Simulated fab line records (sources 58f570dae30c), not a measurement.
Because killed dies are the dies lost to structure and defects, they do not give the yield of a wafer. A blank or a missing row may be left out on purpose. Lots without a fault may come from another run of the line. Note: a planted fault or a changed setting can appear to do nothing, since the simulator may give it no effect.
The tool behind it: which one? || flow berkeley cmos170 || 21 wafers from 7 lots sampled at 4 of the route's 331 steps

WHAT THE GAUGES READ, wafer by wafer
UCB170_M3_CD_MEAS_90: target cd 700 nm.
{"lot": "L450", "measured": "day 8 19:22", "on": "cd sem-01", "cd nm (nm)": "700.7 703.4 701.5"}
{"lot": "L454", "measured": "day 9 18:11", "on": "cd sem-02", "cd nm (nm)": "694.2 696.1 700.9"}
{"lot": "L458", "measured": "day 10 16:28", "on": "cd sem-02", "cd nm (nm)": "697.5 696.2 699.8"}
{"lot": "L459", "measured": "day 11 17:03", "on": "cd sem-02", "cd nm (nm)": "698.8 695.3 697.5"}
{"lot": "L463", "measured": "day 12 00:20", "on": "cd sem-01", "cd nm (nm)": "692.0 699.9 698.8"}
{"lot": "L468", "measured": "day 13 02:05", "on": "cd sem-01", "cd nm (nm)": "702.5 698.0 700.8"}
{"lot": "L471", "measured": "day 13 14:16", "on": "cd sem-02", "cd nm (nm)": "698.4 700.1 698.5"}

WHAT TOOL EACH LOT RAN ON (gives the tool, then ch and the chambers of the sampled wafers, and finally the start)
{"lot": "L450", "UCB170_NVT_COAT_01": "litho track-01 ch 0, day 6 08:57", "UCB170_NVT_STRIP_08": "plasma asher-04 ch 0,1, day 6 11:02", "UCB170_M3_STRIP_19": "plasma asher-01 ch 0,1, day 8 19:16"}
{"lot": "L454", "UCB170_NVT_COAT_01": "litho track-02 ch 0, day 7 07:54", "UCB170_NVT_STRIP_08": "plasma asher-01 ch 0,1, day 7 09:13", "UCB170_M3_STRIP_19": "plasma asher-02 ch 0,1, day 9 17:58"}
{"lot": "L458", "UCB170_NVT_COAT_01": "litho track-02 ch 0, day 8 02:55", "UCB170_NVT_STRIP_08": "plasma asher-04 ch 1, day 8 04:12", "UCB170_M3_STRIP_19": "plasma asher-01 ch 0,1, day 10 16:20"}
{"lot": "L459", "UCB170_NVT_COAT_01": "litho track-03 ch 0, day 8 23:49", "UCB170_NVT_STRIP_08": "plasma asher-04 ch 0,1, day 9 00:56", "UCB170_M3_STRIP_19": "plasma asher-04 ch 0,1, day 11 16:56"}
{"lot": "L463", "UCB170_NVT_COAT_01": "litho track-03 ch 0, day 9 15:20", "UCB170_NVT_STRIP_08": "plasma asher-01 ch 0,1, day 9 17:46", "UCB170_M3_STRIP_19": "plasma asher-01 ch 0,1, day 12 00:14"}
{"lot": "L468", "UCB170_NVT_COAT_01": "litho track-02 ch 0, day 10 13:05", "UCB170_NVT_STRIP_08": "plasma asher-03 ch 0,1, day 10 14:41", "UCB170_M3_STRIP_19": "plasma asher-02 ch 0,1, day 13 01:59"}
{"lot": "L471", "UCB170_NVT_COAT_01": "litho track-02 ch 0, day 11 04:25", "UCB170_NVT_STRIP_08": "plasma asher-04 ch 0,1, day 11 05:39", "UCB170_M3_STRIP_19": "plasma asher-01 ch 0,1, day 13 14:10"}
- UCB170_NVT_COAT_01: resist thk 900 nm.
- UCB170_NVT_STRIP_08: strips in O2.
- UCB170_M3_STRIP_19: strips in O2.

THE ANSWER, worked out from the rows above alone
Rule: the usual values come from the lots themselves. Put in order of their means at a reading, lots are off if they are a third of the lots or fewer, leave a main group of 4 or more, and stand apart from it by a gap of 3 or more times the standard deviation of the main group's means; of several such gaps the widest counts. The tables above print the reading to a certain number of digits; a main group whose means all agree to those digits is not used. Also off: a lot with no number at a reading for which 4 or more lots have one. The other lots that the step has rows for count as sound.
No lot is off at any reading shown: from this, nothing can be told.

WHAT HAD BEEN PUT IN BY THE SIMULATOR
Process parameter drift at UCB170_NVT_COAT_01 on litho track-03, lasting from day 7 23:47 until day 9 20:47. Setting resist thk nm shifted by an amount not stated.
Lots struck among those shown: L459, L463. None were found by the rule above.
